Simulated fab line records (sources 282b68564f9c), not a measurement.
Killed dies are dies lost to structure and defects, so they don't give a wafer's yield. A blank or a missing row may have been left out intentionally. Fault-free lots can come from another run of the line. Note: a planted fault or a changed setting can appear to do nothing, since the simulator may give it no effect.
fab line records + flow rit_cmos
record
- lots=5
- wafers=15
- last_day=7
route steps=202 shown ACTIVE@10 FOX1@20 FOX2@23 NWELL@28 PWELL@39 WELLDRIVE@50 M1@202
lots that met no fault: taken from a fault-free run of the same line
start_h: hours from the record's opening day to when the first of the lot's shown wafers began + wait_h: hours from the lot's prior step to this one + " the same as in the row above + L1.1+2: a row that stands for several wafers + - no value, or no start was given + * or withheld: withheld + < > ~ a bound
route shown NAME@n: NAME is a module with steps in the file, n the number in the route of the first one + usual: mean and standard deviation over wafers with no fault + same: alike in all rows + chamber/n: place in a boat + sites: the reading at each site + _std_site: the standard deviation of these + _edge_site: outer sites' mean less inner sites' + radius_mm: how far each site lies from the wafer's centre + mask NAME#n: copy n + behind: the tool/chamber that last shaped the wafer + hold: cause of the lot's hold/its duration in hours/its outcome + device: which transistor (n, p or np) failed to switch + end of line: tests of these same wafers at the route's end + a step with no rows: only its recipe + killed: at the first sort, the dies lost to defects and structure; wafer yield is something else + map: shows each die of a wafer: x if killed, . if not, _ if none is there
set.NAME: the setting the step ran with; set.NAME@STEP: the setting that earlier step ran with + model.NAME: the simulator's own value behind a step, which no gauge read
certain route steps with their lots: each step a table, each wafer a row
services: the hour from which a tool's chamber was out of use, counted from the record's first day as start_h (under 0 if before that day), plus the number of hours and why
## steps
# step RIT_ACTIVE_PEB_09
# recipe
- resist=NOVOLAK
- temp_c=withheld
- time_s=withheld
# step RIT_ACTIVE_DEVELOP_10
# recipe
- resist=NOVOLAK
- develop_time_s=50
- dev_temp_c=23
# step RIT_ACTIVE_CD_MEAS_11
# recipe
- target_cd_nm=1400
# usual
- cd_nm=1400.3/2.3
| lot.wafer | tool      | chamber | start_h | wait_h | cd_nm  |
|-----------|-----------|---------|---------|--------|--------|
| L117.1    | cd_sem-01 | -       | 16.04   | -      | 1399.8 |
| L117.2    | "         | -       | "       | "      | 1400.8 |
| L117.3    | "         | -       | "       | "      | 1399.8 |
| L128.1    | cd_sem-02 | -       | 69.56   | -      | 1399.9 |
| L128.3    | "         | -       | "       | "      | 1398.5 |
| L128.5    | "         | -       | "       | "      | 1398.3 |
| L130.2    | cd_sem-02 | -       | 79.64   | -      | 1404.5 |
| L130.3    | "         | -       | "       | "      | 1401.0 |
| L130.6    | "         | -       | "       | "      | 1402.8 |
| L138.1    | cd_sem-01 | -       | 119.44  | -      | 1398.7 |
| L138.4    | "         | -       | "       | "      | 1398.3 |
| L138.5    | "         | -       | "       | "      | 1399.7 |
| L140.2    | cd_sem-02 | -       | 130.31  | -      | 1399.6 |
| L140.5    | "         | -       | "       | "      | 1402.4 |
| L140.6    | "         | -       | "       | "      | 1399.2 |
# step RIT_ACTIVE_HARDBAKE_12
# recipe
- resist=NOVOLAK
- temp_c=140
- time_s=60
# step RIT_ACTIVE_ETCH_13
# recipe
- stop_on=SiO2
- chemistry=SF6
- target=Si3N4
- time_s=210
- over_etch_frac=0.4
- SF6_flow_sccm=200
- pressure_mtorr=260
- rf_w=125
- target_depth_a=2100
# usual
- drypump_motor_current_A=5.6/0.53
- oes_product_au=0.815/0.014
- throttle_valve_pct=7.49/0.13
# same
- over_etch_frac=0.4
| lot.wafer | tool        | chamber | start_h | wait_h | drypump_motor_current_A | oes_product_au | rf_hours_counter_h | throttle_valve_pct |
|-----------|-------------|---------|---------|--------|-------------------------|----------------|--------------------|--------------------|
| L117.1    | rie_diel-04 | 3       | 16.52   | 0.1    | 6.8                     | 0.848          | 84                 | 7.41               |
| L117.2    | "           | 2       | "       | "      | 6.0                     | 0.810          | 167                | 7.52               |
| L117.3    | "           | 0       | "       | "      | 5.8                     | 0.834          | 2                  | 7.47               |
| L128.1    | rie_diel-01 | 1       | 69.83   | 0.1    | 5.6                     | 0.818          | 36                 | 7.48               |
| L128.3    | "           | 2       | "       | "      | 5.3                     | 0.804          | 8                  | 7.57               |
| L128.5    | "           | 2       | "       | "      | 5.3                     | 0.804          | -                  | 7.58               |
| L130.2    | rie_diel-01 | 1       | 79.89   | 0.1    | 5.6                     | 0.812          | 36                 | 7.46               |
| L130.3    | "           | 3       | "       | "      | 5.2                     | 0.818          | 78                 | 7.48               |
| L130.6    | "           | 1       | "       | "      | 5.6                     | 0.813          | -                  | 7.45               |
| L138.1    | rie_diel-01 | 0       | 119.71  | 0.1    | 5.4                     | 0.830          | 74                 | 7.38               |
| L138.4    | "           | 3       | "       | "      | 5.2                     | 0.818          | -                  | 7.48               |
| L138.5    | "           | 0       | "       | "      | 5.4                     | 0.818          | -                  | 7.36               |
| L140.2    | rie_diel-04 | 0       | 130.56  | 0.1    | 5.7                     | 0.810          | 5                  | 7.46               |
| L140.5    | "           | 0       | "       | "      | 5.8                     | 0.811          | -                  | 7.47               |
| L140.6    | "           | 3       | "       | "      | 6.8                     | 0.829          | -                  | 7.40               |
# step RIT_ACTIVE_STRIP_14
# recipe
- chemistry=O2
- time_s=180
- resist=NOVOLAK
- platen_temp_c=withheld
- power_w=500
- pressure_mtorr=4000
- o2_flow_sccm=4000
# usual
- drypump_motor_current_A=5.70/0.27
| lot.wafer | tool            | chamber | start_h | wait_h | drypump_motor_current_A | rf_hours_counter_h |
|-----------|-----------------|---------|---------|--------|-------------------------|--------------------|
| L117.1    | plasma_asher-03 | 0       | 16.66   | 0.1    | 5.55                    | 35                 |
| L117.2    | "               | 1       | "       | "      | 6.01                    | 35                 |
| L117.3    | "               | 1       | "       | "      | 6.02                    | -                  |
| L128.1    | plasma_asher-01 | 0       | 69.97   | 0.1    | 5.34                    | 44                 |
| L128.3    | "               | 1       | "       | "      | 5.53                    | -                  |
| L128.5    | "               | 0       | "       | "      | 5.34                    | -                  |
| L130.2    | plasma_asher-04 | 0       | 80.03   | 0.1    | 5.53                    | 29                 |
| L130.3    | "               | 0       | "       | "      | 5.54                    | -                  |
| L130.6    | "               | 0       | "       | "      | 5.56                    | -                  |
| L138.1    | plasma_asher-03 | 0       | 119.84  | 0.1    | 5.51                    | 47                 |
| L138.4    | "               | 0       | "       | "      | 5.54                    | -                  |
| L138.5    | "               | 0       | "       | "      | 5.56                    | -                  |
| L140.2    | plasma_asher-01 | 1       | 130.70  | 0.1    | 5.51                    | 1                  |
| L140.5    | "               | 1       | "       | "      | 5.51                    | -                  |
| L140.6    | "               | 0       | "       | "      | 5.31                    | -                  |
# step RIT_ACTIVE_CD_MEAS_90
# recipe
- target_cd_nm=1400
# usual
- cd_nm=1400.3/2.3
| lot.wafer | tool      | chamber | start_h | wait_h | cd_nm  |
|-----------|-----------|---------|---------|--------|--------|
| L117.1    | cd_sem-01 | -       | 16.83   | 0.1    | 1400.5 |
| L117.2    | "         | -       | "       | "      | 1401.2 |
| L117.3    | "         | -       | "       | "      | 1400.0 |
| L128.1    | cd_sem-01 | -       | 70.14   | 0.1    | 1399.9 |
| L128.3    | "         | -       | "       | "      | 1397.9 |
| L128.5    | "         | -       | "       | "      | 1398.2 |
| L130.2    | cd_sem-02 | -       | 80.22   | 0.1    | 1404.3 |
| L130.3    | "         | -       | "       | "      | 1401.3 |
| L130.6    | "         | -       | "       | "      | 1402.5 |
| L138.1    | cd_sem-01 | -       | 120.02  | 0.1    | 1399.5 |
| L138.4    | "         | -       | "       | "      | 1398.6 |
| L138.5    | "         | -       | "       | "      | 1399.7 |
| L140.2    | cd_sem-01 | -       | 130.89  | 0.1    | 1399.8 |
| L140.5    | "         | -       | "       | "      | 1402.1 |
| L140.6    | "         | -       | "       | "      | 1399.2 |
# step RIT_ACTIVE_CLEAN_15
# recipe
- chemistry=SC1
- mix=3:3:50
- time_s=600
- temp_c=75
# step RIT_ACTIVE_CLEAN_16
# recipe
- chemistry=dHF
- dilution=50:1
- time_s=30
# step RIT_ACTIVE_CLEAN_17
# recipe
- chemistry=SC2
- mix=3:3:50
- time_s=600
- temp_c=75
- dry=n2_spin
# step RIT_FOX1_OXIDATION_00
# recipe
- temp_c=1100
- ambient=H2O
- target_thk_a=3507
- p_h2o_torr=720
- ox_time_s=1130
# step RIT_FOX1_THK_MEAS_01
# recipe
- reads=SiO2_of_FOX1_OXIDATION_00
# usual
- FOX1_OXIDE_THK=349/8
| lot.wafer | tool          | chamber | start_h | wait_h | FOX1_OXIDE_THK[nm] |
|-----------|---------------|---------|---------|--------|--------------------|
| L117.1    | film_metro-01 | -       | 19.02   | 0.0    | 346                |
| L117.2    | "             | -       | "       | "      | 354                |
| L117.3    | "             | -       | "       | "      | 355                |
| L128.1    | film_metro-03 | -       | 73.39   | 0.0    | 368                |
| L128.3    | "             | -       | "       | "      | 366                |
| L128.5    | "             | -       | "       | "      | 368                |
| L130.2    | film_metro-01 | -       | 83.26   | 0.0    | 356                |
| L130.3    | "             | -       | "       | "      | 355                |
| L130.6    | "             | -       | "       | "      | 357                |
| L138.1    | film_metro-01 | -       | 122.56  | 0.0    | 344                |
| L138.4    | "             | -       | "       | "      | 347                |
| L138.5    | "             | -       | "       | "      | 347                |
| L140.2    | film_metro-03 | -       | 133.72  | 0.0    | 347                |
| L140.5    | "             | -       | "       | "      | 347                |
| L140.6    | "             | -       | "       | "      | 345                |
# step RIT_FOX1_WET_ETCH_02
# recipe
- chemistry=BOE
- target_depth_nm=350
- time_s=390
- temp_c=21.5
- dry=n2_spin
- dilution=10:1
- target=SiO2
# usual
- temp_c=21.52/0.1
| lot.wafer | tool         | chamber | start_h | wait_h | temp_c |
|-----------|--------------|---------|---------|--------|--------|
| L117.1    | wet_bench-03 | 3       | 19.08   | 0.1    | 21.54  |
| L117.2    | "            | 3       | "       | "      | 21.51  |
| L117.3    | "            | 3       | "       | "      | 21.42  |
| L128.1    | wet_bench-01 | 2       | 73.45   | 0.1    | 21.47  |
| L128.3    | "            | 2       | "       | "      | 21.59  |
| L128.5    | "            | 2       | "       | "      | 21.39  |
| L130.2    | wet_bench-04 | 1       | 83.31   | 0.0    | 21.69  |
| L130.3    | "            | 1       | "       | "      | 21.50  |
| L130.6    | "            | 1       | "       | "      | 21.54  |
| L138.1    | wet_bench-01 | 1       | 122.62  | 0.1    | 21.51  |
| L138.4    | "            | 1       | "       | "      | 21.61  |
| L138.5    | "            | 1       | "       | "      | 21.62  |
| L140.2    | wet_bench-01 | 2       | 133.77  | 0.0    | 21.57  |
| L140.5    | "            | 2       | "       | "      | 21.63  |
| L140.6    | "            | 2       | "       | "      | 21.42  |
# step RIT_FOX2_OXIDATION_00
# recipe
- temp_c=1100
- ambient=H2O
- target_thk_a=3507
- p_h2o_torr=720
- ox_time_s=1130
# step RIT_FOX2_THK_MEAS_01
# recipe
- reads=SiO2_of_FOX2_OXIDATION_00
# usual
- FOX2_OXIDE_THK=346/6.1
| lot.wafer | tool          | chamber | start_h | wait_h | FOX2_OXIDE_THK[nm] |
|-----------|---------------|---------|---------|--------|--------------------|
| L117.1    | film_metro-01 | -       | 21.41   | 0.0    | 345                |
| L117.2    | "             | -       | "       | "      | 347                |
| L117.3    | "             | -       | "       | "      | 346                |
| L128.1    | film_metro-01 | -       | 74.90   | 0.0    | 361                |
| L128.3    | "             | -       | "       | "      | 354                |
| L128.5    | "             | -       | "       | "      | 351                |
| L130.2    | film_metro-01 | -       | 84.89   | 0.0    | 360                |
| L130.3    | "             | -       | "       | "      | 358                |
| L130.6    | "             | -       | "       | "      | 354                |
| L138.1    | film_metro-04 | -       | 124.22  | 0.0    | 344                |
| L138.4    | "             | -       | "       | "      | 345                |
| L138.5    | "             | -       | "       | "      | 354                |
| L140.2    | film_metro-01 | -       | 135.21  | 0.0    | 352                |
| L140.5    | "             | -       | "       | "      | 351                |
| L140.6    | "             | -       | "       | "      | 346                |
# step RIT_FOX2_CLEAN_02
# recipe
- chemistry=dHF
- dilution=50:1
- time_s=180
# step RIT_FOX2_WET_ETCH_03
# recipe
- chemistry=H3PO4
- target=Si3N4
- target_depth_nm=195
- temp_c=165
- time_s=2700
# step RIT_FOX2_THK_MEAS_90
# recipe
- reads=SiO2_of_FOX2_OXIDATION_00
# usual
- FIELD_OXIDE_LEFT_1_THK=319/6.1
| lot.wafer | tool          | chamber | start_h | wait_h | FIELD_OXIDE_LEFT_1_THK[nm] |
|-----------|---------------|---------|---------|--------|----------------------------|
| L117.1    | film_metro-01 | -       | 22.29   | 0.0    | 317                        |
| L117.2    | "             | -       | "       | "      | 319                        |
| L117.3    | "             | -       | "       | "      | 319                        |
| L128.1    | film_metro-01 | -       | 75.77   | 0.0    | 334                        |
| L128.3    | "             | -       | "       | "      | 327                        |
| L128.5    | "             | -       | "       | "      | 324                        |
| L130.2    | film_metro-01 | -       | 85.77   | 0.0    | 332                        |
| L130.3    | "             | -       | "       | "      | 330                        |
| L130.6    | "             | -       | "       | "      | 326                        |
| L138.1    | film_metro-01 | -       | 125.10  | 0.0    | 316                        |
| L138.4    | "             | -       | "       | "      | 318                        |
| L138.5    | "             | -       | "       | "      | 327                        |
| L140.2    | film_metro-04 | -       | 136.08  | 0.0    | 326                        |
| L140.5    | "             | -       | "       | "      | 323                        |
| L140.6    | "             | -       | "       | "      | 319                        |
# step RIT_NWELL_HMDS_00
# recipe
- prime_time_s=60
- prime_temp_c=140
# step RIT_NWELL_COAT_01
# recipe
- resist=NOVOLAK
- spin_rpm=2000
- resist_thk_nm=1300
# step RIT_NWELL_SOFTBAKE_02
# recipe
- resist=NOVOLAK
- temp_c=90
- time_s=60
# step RIT_NWELL_EXPOSE_03
# recipe
- mask_id=M2
- na=0.57
- target_cd_nm=43900
- dose_mj=250
# step RIT_NWELL_PEB_04
# recipe
- resist=NOVOLAK
- temp_c=withheld
- time_s=withheld
# step RIT_NWELL_DEVELOP_05
# recipe
- resist=NOVOLAK
- develop_time_s=68
- dev_temp_c=23
# step RIT_NWELL_OVL_MEAS_06
# usual
- NWELL_OVL=0.4/1.4
| lot.wafer | tool       | chamber | start_h | wait_h | NWELL_OVL[nm] |
|-----------|------------|---------|---------|--------|---------------|
| L117.1    | overlay-02 | -       | 23.23   | -      | 0.7           |
| L117.2    | "          | -       | "       | "      | 1.4           |
| L117.3    | "          | -       | "       | "      | -1.6          |
| L128.1    | overlay-01 | -       | 76.71   | -      | 2.2           |
| L128.3    | "          | -       | "       | "      | 1.9           |
| L128.5    | "          | -       | "       | "      | 1.2           |
| L130.2    | overlay-01 | -       | 86.83   | -      | 1.4           |
| L130.3    | "          | -       | "       | "      | -0.3          |
| L130.6    | "          | -       | "       | "      | 1.4           |
| L138.1    | overlay-02 | -       | 126.16  | -      | 0.4           |
| L138.4    | "          | -       | "       | "      | 0.6           |
| L138.5    | "          | -       | "       | "      | 0.8           |
| L140.2    | overlay-02 | -       | 137.02  | -      | -0.5          |
| L140.5    | "          | -       | "       | "      | 0.8           |
| L140.6    | "          | -       | "       | "      | 1.4           |
# step RIT_NWELL_HARDBAKE_07
# recipe
- resist=NOVOLAK
- temp_c=140
- time_s=120
# step RIT_NWELL_IMPLANT_08
# recipe
- species=P
- energy_kev=170
- dose_cm2=5e+13
- tilt_deg=7
# step RIT_NWELL_STRIP_09
# recipe
- chemistry=O2
- time_s=180
- resist=NOVOLAK
- platen_temp_c=withheld
- power_w=500
- pressure_mtorr=4000
- o2_flow_sccm=4000
# usual
- drypump_motor_current_A=5.6/0.33
| lot.wafer | tool            | chamber | start_h | wait_h | drypump_motor_current_A | rf_hours_counter_h |
|-----------|-----------------|---------|---------|--------|-------------------------|--------------------|
| L117.1    | plasma_asher-02 | 0       | 23.66   | 0.1    | 5.2                     | 38                 |
| L117.2    | "               | 1       | "       | "      | 6.1                     | 38                 |
| L117.3    | "               | 1       | "       | "      | 6.0                     | -                  |
| L128.1    | plasma_asher-02 | 1       | 77.15   | 0.1    | 6.0                     | 44                 |
| L128.3    | "               | 0       | "       | "      | 5.2                     | -                  |
| L128.5    | "               | 0       | "       | "      | 5.2                     | -                  |
| L130.2    | plasma_asher-03 | 0       | 87.36   | 0.1    | 5.6                     | 43                 |
| L130.3    | "               | 0       | "       | "      | 5.5                     | -                  |
| L130.6    | "               | 0       | "       | "      | 5.5                     | -                  |
| L138.1    | plasma_asher-01 | 1       | 126.60  | 0.1    | 5.5                     | 1                  |
| L138.4    | "               | 0       | "       | "      | 5.3                     | -                  |
| L138.5    | "               | 0       | "       | "      | 5.3                     | -                  |
| L140.2    | plasma_asher-01 | 0       | 137.45  | 0.1    | 5.3                     | 2                  |
| L140.5    | "               | 1       | "       | "      | 5.5                     | -                  |
| L140.6    | "               | 0       | "       | "      | 5.3                     | -                  |
# step RIT_NWELL_TW_MEAS_10
# usual
- NWELL_TW=2148/12
| lot.wafer | tool          | chamber | start_h | wait_h | NWELL_TW |
|-----------|---------------|---------|---------|--------|----------|
| L117.1    | film_metro-01 | -       | 23.84   | 0.1    | 2131     |
| L117.2    | "             | -       | "       | "      | 2141     |
| L117.3    | "             | -       | "       | "      | 2148     |
| L128.1    | film_metro-04 | -       | 77.32   | 0.1    | 2153     |
| L128.3    | "             | -       | "       | "      | 2155     |
| L128.5    | "             | -       | "       | "      | 2159     |
| L130.2    | film_metro-01 | -       | 87.55   | 0.1    | 2134     |
| L130.3    | "             | -       | "       | "      | 2144     |
| L130.6    | "             | -       | "       | "      | 2127     |
| L138.1    | film_metro-02 | -       | 126.78  | 0.1    | 2157     |
| L138.4    | "             | -       | "       | "      | 2154     |
| L138.5    | "             | -       | "       | "      | 2158     |
| L140.2    | film_metro-01 | -       | 137.64  | 0.1    | 2144     |
| L140.5    | "             | -       | "       | "      | 2128     |
| L140.6    | "             | -       | "       | "      | 2136     |
# step RIT_PWELL_HMDS_00
# recipe
- prime_time_s=60
- prime_temp_c=140
# step RIT_PWELL_COAT_01
# recipe
- resist=NOVOLAK
- spin_rpm=2000
- resist_thk_nm=1300
# step RIT_PWELL_SOFTBAKE_02
# recipe
- resist=NOVOLAK
- temp_c=90
- time_s=60
# step RIT_PWELL_EXPOSE_03
# recipe
- mask_id=M3
- na=0.57
- target_cd_nm=43700
- dose_mj=250
# step RIT_PWELL_PEB_04
# recipe
- resist=NOVOLAK
- temp_c=withheld
- time_s=withheld
# step RIT_PWELL_DEVELOP_05
# recipe
- resist=NOVOLAK
- develop_time_s=68
- dev_temp_c=23
# step RIT_PWELL_OVL_MEAS_06
# usual
- PWELL_OVL=0.2/1.4
| lot.wafer | tool       | chamber | start_h | wait_h | PWELL_OVL[nm] |
|-----------|------------|---------|---------|--------|---------------|
| L117.1    | overlay-01 | -       | 24.91   | -      | -0.5          |
| L117.2    | "          | -       | "       | "      | 0.4           |
| L117.3    | "          | -       | "       | "      | 0.8           |
| L128.1    | overlay-01 | -       | 78.26   | -      | -1.3          |
| L128.3    | "          | -       | "       | "      | -3.6          |
| L128.5    | "          | -       | "       | "      | -1.4          |
| L130.2    | overlay-02 | -       | 88.61   | -      | 1.1           |
| L130.3    | "          | -       | "       | "      | 1.0           |
| L130.6    | "          | -       | "       | "      | 0.7           |
| L138.1    | overlay-01 | -       | 127.87  | -      | -0.5          |
| L138.4    | "          | -       | "       | "      | 0.2           |
| L138.5    | "          | -       | "       | "      | -0.8          |
| L140.2    | overlay-01 | -       | 138.57  | -      | 1.8           |
| L140.5    | "          | -       | "       | "      | 1.9           |
| L140.6    | "          | -       | "       | "      | 2.1           |
# step RIT_PWELL_HARDBAKE_07
# recipe
- resist=NOVOLAK
- temp_c=140
- time_s=120
# step RIT_PWELL_IMPLANT_08
# recipe
- species=B
- energy_kev=170
- dose_cm2=7e+13
- tilt_deg=7
# step RIT_PWELL_STRIP_09
# recipe
- chemistry=O2
- time_s=180
- resist=NOVOLAK
- platen_temp_c=withheld
- power_w=500
- pressure_mtorr=4000
- o2_flow_sccm=4000
# usual
- drypump_motor_current_A=5.7/0.35
| lot.wafer | tool            | chamber | start_h | wait_h | drypump_motor_current_A | rf_hours_counter_h |
|-----------|-----------------|---------|---------|--------|-------------------------|--------------------|
| L117.1    | plasma_asher-04 | 0       | 25.35   | 0.1    | 5.6                     | 23                 |
| L117.2    | "               | 1       | "       | "      | 6.1                     | 23                 |
| L117.3    | "               | 1       | "       | "      | 6.1                     | -                  |
| L128.1    | plasma_asher-03 | 0       | 78.70   | 0.1    | 5.5                     | 42                 |
| L128.3    | "               | 0       | "       | "      | 5.5                     | -                  |
| L128.5    | "               | 0       | "       | "      | 5.6                     | -                  |
| L130.2    | plasma_asher-04 | 1       | 89.04   | 0.1    | 6.1                     | 30                 |
| L130.3    | "               | 1       | "       | "      | 6.1                     | -                  |
| L130.6    | "               | 0       | "       | "      | 5.5                     | -                  |
| L138.1    | plasma_asher-03 | 1       | 128.31  | 0.1    | 6.0                     | 48                 |
| L138.4    | "               | 1       | "       | "      | 6.0                     | -                  |
| L138.5    | "               | 0       | "       | "      | 5.6                     | -                  |
| L140.2    | plasma_asher-02 | 1       | 139.00  | 0.1    | 6.0                     | 51                 |
| L140.5    | "               | 0       | "       | "      | 5.2                     | -                  |
| L140.6    | "               | 1       | "       | "      | 6.0                     | -                  |
# step RIT_PWELL_TW_MEAS_10
# usual
- PWELL_TW=952/5.4
| lot.wafer | tool          | chamber | start_h | wait_h | PWELL_TW |
|-----------|---------------|---------|---------|--------|----------|
| L117.1    | film_metro-01 | -       | 25.53   | 0.1    | 945      |
| L117.2    | "             | -       | "       | "      | 947      |
| L117.3    | "             | -       | "       | "      | 948      |
| L128.1    | film_metro-04 | -       | 78.87   | 0.1    | 957      |
| L128.3    | "             | -       | "       | "      | 959      |
| L128.5    | "             | -       | "       | "      | 960      |
| L130.2    | film_metro-01 | -       | 89.22   | 0.1    | 947      |
| L130.3    | "             | -       | "       | "      | 943      |
| L130.6    | "             | -       | "       | "      | 944      |
| L138.1    | film_metro-01 | -       | 128.48  | 0.1    | 951      |
| L138.4    | "             | -       | "       | "      | 948      |
| L138.5    | "             | -       | "       | "      | 944      |
| L140.2    | film_metro-02 | -       | 139.19  | 0.1    | 957      |
| L140.5    | "             | -       | "       | "      | 953      |
| L140.6    | "             | -       | "       | "      | 963      |
# step RIT_WELLDRIVE_ANNEAL_00
# recipe
- temp_c=1100
- time_s=14700
- ambient=N2
# step RIT_WELLDRIVE_RS_MEAS_01
# recipe
- thk_meas_gauge=four-point-probe
# usual
- NWELL_RS=275.2/0.63
| lot.wafer | tool          | chamber | start_h | wait_h | NWELL_RS[ohm/sq] |
|-----------|---------------|---------|---------|--------|------------------|
| L117.1    | film_metro-04 | -       | 31.69   | 0.0    | 275.2            |
| L117.2    | "             | -       | "       | "      | 274.7            |
| L117.3    | "             | -       | "       | "      | 275.0            |
| L128.1    | film_metro-02 | -       | 84.88   | 0.0    | 275.1            |
| L128.3    | "             | -       | "       | "      | 274.6            |
| L128.5    | "             | -       | "       | "      | 275.1            |
| L130.2    | film_metro-01 | -       | 95.07   | 0.0    | 276.0            |
| L130.3    | "             | -       | "       | "      | 275.7            |
| L130.6    | "             | -       | "       | "      | 275.5            |
| L138.1    | film_metro-04 | -       | 133.63  | 0.0    | 274.9            |
| L138.4    | "             | -       | "       | "      | 275.4            |
| L138.5    | "             | -       | "       | "      | 274.6            |
| L140.2    | film_metro-04 | -       | 145.82  | 0.0    | 275.8            |
| L140.5    | "             | -       | "       | "      | 275.6            |
| L140.6    | "             | -       | "       | "      | 274.7            |
# step RIT_M1_PROBE_99
# usual
- killed_at_front_end=7/3.1
- killed_dies=7/3.1
- killed_on_rim=1.8/1.5
- killed_open=3.3/2.1
- killed_short=3.5/2
# same
- gross_dies=264
- killed_at_M0_to_M3=0
- killed_at_M4_up=0
- killed_at_back_side=0
- killed_at_contacts=0
- killed_at_other=0
| lot.wafer | tool      | chamber | start_h | wait_h | killed_at_front_end | killed_dies | killed_on_rim | killed_open | killed_short |
|-----------|-----------|---------|---------|--------|---------------------|-------------|---------------|-------------|--------------|
| L117.1    | prober-02 | -       | 64.94   | 0.1    | 2                   | 2           | 0             | 0           | 2            |
| L117.2    | prober-02 | -       | 64.99   | 0.1    | 9                   | 9           | 1             | 4           | 5            |
| L117.3    | prober-02 | -       | 65.04   | 0.2    | 5                   | 5           | 0             | 4           | 1            |
| L128.1    | prober-01 | -       | 119.18  | 0.1    | 11                  | 11          | 3             | 8           | 3            |
| L128.3    | prober-01 | -       | 119.28  | 0.2    | 12                  | 12          | 2             | 6           | 6            |
| L128.5    | prober-01 | -       | 119.38  | 0.2    | 4                   | 4           | 0             | 2           | 2            |
| L130.2    | prober-01 | -       | 125.29  | 0.1    | 4                   | 4           | 1             | 1           | 3            |
| L130.3    | prober-01 | -       | 125.34  | 0.2    | 8                   | 8           | 4             | 6           | 2            |
| L130.6    | prober-01 | -       | 125.49  | 0.2    | 1                   | 1           | 0             | 1           | 0            |
| L138.1    | prober-02 | -       | 165.73  | 0.1    | 25                  | 25          | 9             | 2           | 3            |
| L138.4    | prober-02 | -       | 165.88  | 0.2    | 20                  | 20          | 11            | 1           | 1            |
| L138.5    | prober-02 | -       | 165.93  | 0.2    | 24                  | 24          | 9             | 4           | 3            |
| L140.2    | prober-02 | -       | 177.54  | 0.1    | 6                   | 6           | 1             | 3           | 3            |
| L140.5    | prober-02 | -       | 177.69  | 0.2    | 2                   | 2           | 1             | 0           | 2            |
| L140.6    | prober-02 | -       | 177.74  | 0.2    | 2                   | 2           | 0             | 0           | 2            |
# killed by level:class
L117.1 FOX1:geometric_particle:short=1 FOX2:geometric_particle:short=1
L117.2 GATE:geometric_particle:short=3 GATE:geometric_particle:open=2 FOX1:geometric_particle:open=1 FOX2:geometric_particle:short=1 SILICIDE:geometric_particle:open=1 SILICIDE:geometric_particle:short=1
L117.3 GATE:geometric_particle:open=2 SPACER:geometric_particle:open=2 GATE:geometric_particle:short=1
L128.1 FOX1:geometric_particle:open=5 GATE:geometric_particle:open=2 REOX:geometric_particle:short=2 FOX1:geometric_particle:short=1 SILICIDE:geometric_particle:open=1
L128.3 FOX1:geometric_particle:short=2 FOX1:geometric_particle:open=2 GATE:geometric_particle:short=2 FOX2:geometric_particle:short=1 FOX2:geometric_particle:open=1 GATE:geometric_particle:open=1 REOX:geometric_particle:open=1 SPACER:geometric_particle:open=1
L128.5 GATE:geometric_particle:short=1 GATE:geometric_particle:open=1 REOX:geometric_particle:open=1 SILICIDE:geometric_particle:short=1
L130.2 GATE:geometric_particle:short=3 GATE:geometric_particle:open=1
L130.3 GATE:geometric_particle:open=5 FOX1:geometric_particle:short=1 FOX2:geometric_particle:open=1 GATE:geometric_particle:short=1
L130.6 REOX:geometric_particle:open=1
L138.1 FOX1:unspecified=20 GATE:geometric_particle:short=2 FOX1:geometric_particle:open=1 GATE:geometric_particle:open=1 SPACER:geometric_particle:short=1
L138.4 FOX1:unspecified=18 FOX1:geometric_particle:open=1 SPACER:geometric_particle:short=1
L138.5 FOX1:unspecified=17 GATE:geometric_particle:open=4 GATE:geometric_particle:short=3
L140.2 GATE:geometric_particle:open=2 REOX:geometric_particle:short=2 FOX2:geometric_particle:open=1 GATE:geometric_particle:short=1
L140.5 FOX1:geometric_particle:short=1 GATE:geometric_particle:short=1
L140.6 FOX1:geometric_particle:short=1 GATE:geometric_particle:short=1
# map L138.1 (x killed, . not)
________xx....._______
_____xxxxxx.......____
____xxxxxx.........___
___.xxxxx...........__
__.....x....x........_
__..................._
_.................x...
_.....................
_.....................
_.....................
__..........x........_
__........x.........._
___.................__
____....x..........___
_____.............____
________......._______
# map L128.3 (x killed, . not)
________......._______
_____.............____
____...............___
___......x.....x....__
__..................._
__.x................._
_....................x
_.........x...........
_.x..........x........
_.....................
__.....x...x........._
__..................._
___......x.x........__
____...............___
_____.............____
________......x_______
## services
| tool            | chamber | start_h | hours | kind           |
|-----------------|---------|---------|-------|----------------|
| rie_diel-04     | 1       | 47.57   | 5.1   | repair         |
| rie_diel-04     | 2       | 63.02   | -     | clean          |
| rie_diel-04     | 2       | 63.02   | 15.6  | scheduled_down |
| rie_diel-04     | 2       | 63.02   | 15.6  | vent_cycle     |
| rie_diel-01     | 3       | 63.98   | 7.8   | repair         |
| rie_diel-04     | 0       | 76.60   | 4.9   | repair         |
| rie_diel-04     | 1       | 82.63   | 4.9   | repair         |
| wet_bench-03    | -       | 102.21  | 1.9   | pm             |
| plasma_asher-01 | -       | 103.58  | 5.6   | repair         |
| plasma_asher-01 | -       | 109.20  | 9.0   | pm             |
| plasma_asher-01 | 0       | 109.20  | 9.0   | vent_cycle     |
| plasma_asher-01 | 1       | 109.20  | 9.0   | vent_cycle     |
| rie_diel-01     | 1       | 114.14  | 8.1   | repair         |
| plasma_asher-01 | 0       | 118.20  | -     | clean          |
| plasma_asher-01 | 1       | 118.20  | -     | clean          |
| plasma_asher-02 | -       | 128.81  | 0.6   | repair         |
| plasma_asher-03 | -       | 131.59  | 4.5   | repair         |
## key
first_sign
- step=RIT_M1_PROBE_99
- reading=killed_at_front_end
- direction=up
- sigmas=5.2
- usual=7
- struck=23
effect
- step=RIT_M1_PROBE_99
- reading=killed_dies
- direction=up
- sigmas=5.2
- usual=7
- struck=23
met_at RIT_FOX1_WET_ETCH_02
struck_wafers L138.1,L138.4,L138.5
tester_left_out L138
also_fits RIT_ACTIVE_ETCH_13:rie_diel-01,RIT_ACTIVE_STRIP_14:plasma_asher-03,RIT_PWELL_STRIP_09:plasma_asher-03
fault
- kind=chamber_particle_source
- tool=wet_bench-01
- chamber=1
- onset_h=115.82
- steps=RIT_FOX1_WET_ETCH_02
- rate_per_visit_cm2=1.4012
- end_h=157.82
# tester_left_out: of these lots the tester's yield and bins aren't shown, on N5 and GAA mostly nor the transistor test; their killed dies are dies lost to structure and defects alone, not to doping, threshold or leakage, so they don't give the yield
